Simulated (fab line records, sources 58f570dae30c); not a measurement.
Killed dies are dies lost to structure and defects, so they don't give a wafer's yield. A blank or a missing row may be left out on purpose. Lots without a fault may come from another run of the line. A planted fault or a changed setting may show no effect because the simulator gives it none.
Which tool did it? | flow berkeley_cmos170 | 14 lots, 42 wafers sampled, at 3 steps of a route of 331

WHAT THE GAUGES READ, wafer by wafer
UCB170_V1_CD_MEAS_90: target cd 700 nm. Usual: cd_nm 699.8 nm, standard deviation 1.6.
lot  | measured     | on        | cd_nm (nm)        | flag
L360 | day 8 05:08  | cd_sem-01 | 700.6 703.2 700.4 |
L361 | day 9 05:35  | cd_sem-02 | 701.0 699.1 700.5 |
L363 | day 9 21:31  | cd_sem-01 | 701.8 700.9 701.0 |
L365 | day 9 22:13  | cd_sem-01 | 698.6 699.0 697.2 |
L364 | day 9 22:17  | cd_sem-02 | 697.9 700.3 698.6 |
L367 | day 10 04:05 | cd_sem-01 | 699.2 698.7 699.1 |
L368 | day 10 04:14 | cd_sem-01 | 702.5 700.9 698.8 |
L366 | day 10 04:19 | cd_sem-02 | 701.5 699.1 697.7 |
L370 | day 10 14:57 | cd_sem-01 | 702.3 699.0 698.6 |
L371 | day 11 00:14 | cd_sem-02 | 698.0 695.8 698.4 |
L378 | day 12 15:11 | cd_sem-01 | 699.4 699.6 699.5 |
L381 | day 12 15:40 | cd_sem-01 | 699.7 699.2 699.6 |
L383 | day 13 09:00 | cd_sem-02 | 701.1 701.7 702.5 |
L382 | day 14 20:14 | cd_sem-01 | 700.3 701.9 700.4 |

UCB170_V2_CD_MEAS_12: target cd 700 nm. Usual: cd_nm 699.8 nm, standard deviation 1.4.
lot  | measured     | on        | cd_nm (nm)        | flag
L360 | day 8 10:35  | cd_sem-02 | 698.9 698.3 698.8 |
L361 | day 9 13:23  | cd_sem-01 | 700.0 699.4 699.5 |
L363 | day 10 03:29 | cd_sem-02 | 700.2 699.9 699.2 |
L365 | day 10 04:26 | cd_sem-01 | 700.9 700.2 700.8 |
L364 | day 10 04:40 | cd_sem-01 | 697.8 697.0 697.3 |
L367 | day 10 12:02 | cd_sem-02 | 699.1 700.7 700.7 |
L368 | day 10 12:16 | cd_sem-01 | 700.6 701.5 702.5 |
L366 | day 10 12:31 | cd_sem-01 | 700.3 700.1 701.1 |
L370 | day 10 21:56 | cd_sem-01 | 701.4 700.3 697.9 |
L371 | day 11 04:47 | cd_sem-01 | 696.4 698.3 696.6 |
L378 | day 12 19:38 | cd_sem-01 | 700.0 701.2 701.2 |
L381 | day 12 20:07 | cd_sem-02 | 698.6 700.2 699.8 |
L383 | day 13 14:18 | cd_sem-01 | 698.7 698.5 699.9 |
L382 | day 15 05:35 | cd_sem-01 | 699.3 702.0 700.2 |

WHICH TOOL RAN EACH LOT (tool, then ch and the chambers of the sampled wafers, then the start)
lot  | UCB170_V2_CVD_00
L360 | pecvd-02 ch 0,1,2, day 8 08:23
L361 | pecvd-01 ch 0,1,2, day 9 11:05
L363 | pecvd-04 ch 0,1,2, day 10 00:26
L365 | pecvd-02 ch 0,2, day 10 01:08
L364 | pecvd-04 ch 0,1,2, day 10 01:13
L367 | pecvd-01 ch 0,1, day 10 08:00
L368 | pecvd-01 ch 0,1,2, day 10 08:31
L366 | pecvd-02 ch 0,2, day 10 08:26
L370 | pecvd-02 ch 1,2, day 10 20:05
L371 | pecvd-01 ch 0,2, day 11 02:58
L378 | pecvd-02 ch 0,1,2, day 12 17:53
L381 | pecvd-04 ch 0,1,2, day 12 18:15
L383 | pecvd-04 ch 0,1, day 13 12:23
L382 | pecvd-02 ch 0,2, day 15 01:36
- UCB170_V2_CVD_00: deposits SiO2 from TEOS/O2, target thk 2000 nm, time 250 s.

WHAT THE TOOLS THEMSELVES READ (means of the sampled wafers that have a number; where no wafer has one, the mark that the record gives instead)
UCB170_V2_CVD_00. Usual: heater_power_w 246 W, standard deviation 56; rf_fwd_power_W 548.5 W, standard deviation 1.7.
lot  | tool     | heater_power_w (W) | rf_fwd_power_W (W) | flag
L360 | pecvd-02 | 279                | 549.3              |
L361 | pecvd-01 | 221                | 547.7              |
L363 | pecvd-04 | 255                | 546.8              |
L365 | pecvd-02 | 271                | 548.3              |
L364 | pecvd-04 | 238                | 549.5              |
L367 | pecvd-01 | 227                | 549.6              |
L368 | pecvd-01 | 228                | 548.3              |
L366 | pecvd-02 | 305                | 550.2              |
L370 | pecvd-02 | 258                | 547.0              |
L371 | pecvd-01 | 244                | 548.7              |
L378 | pecvd-02 | 257                | 548.1              |
L381 | pecvd-04 | 201                | 549.1              |
L383 | pecvd-04 | 244                | 547.9              |
L382 | pecvd-02 | 281                | 548.4              |

THE ANSWER, worked out from the rows above alone
Rule: a lot is off if the mean of its wafers that have a number lies more than 3 standard deviations from the usual mean. A lot without any number at a reading at which 4 lots or more have one is off too. The other lots that the step has rows for count as sound. The gauges are gone through in route order, then the tools' own readings, and for those a lot's mean is taken as printed above. The first step at which some lot is off is used, and at that step the reading that is off furthest; a lot without a number counts as furthest.
No lot is off at any reading shown: from this, nothing can be told.

WHAT THE SIMULATOR HAD PUT IN
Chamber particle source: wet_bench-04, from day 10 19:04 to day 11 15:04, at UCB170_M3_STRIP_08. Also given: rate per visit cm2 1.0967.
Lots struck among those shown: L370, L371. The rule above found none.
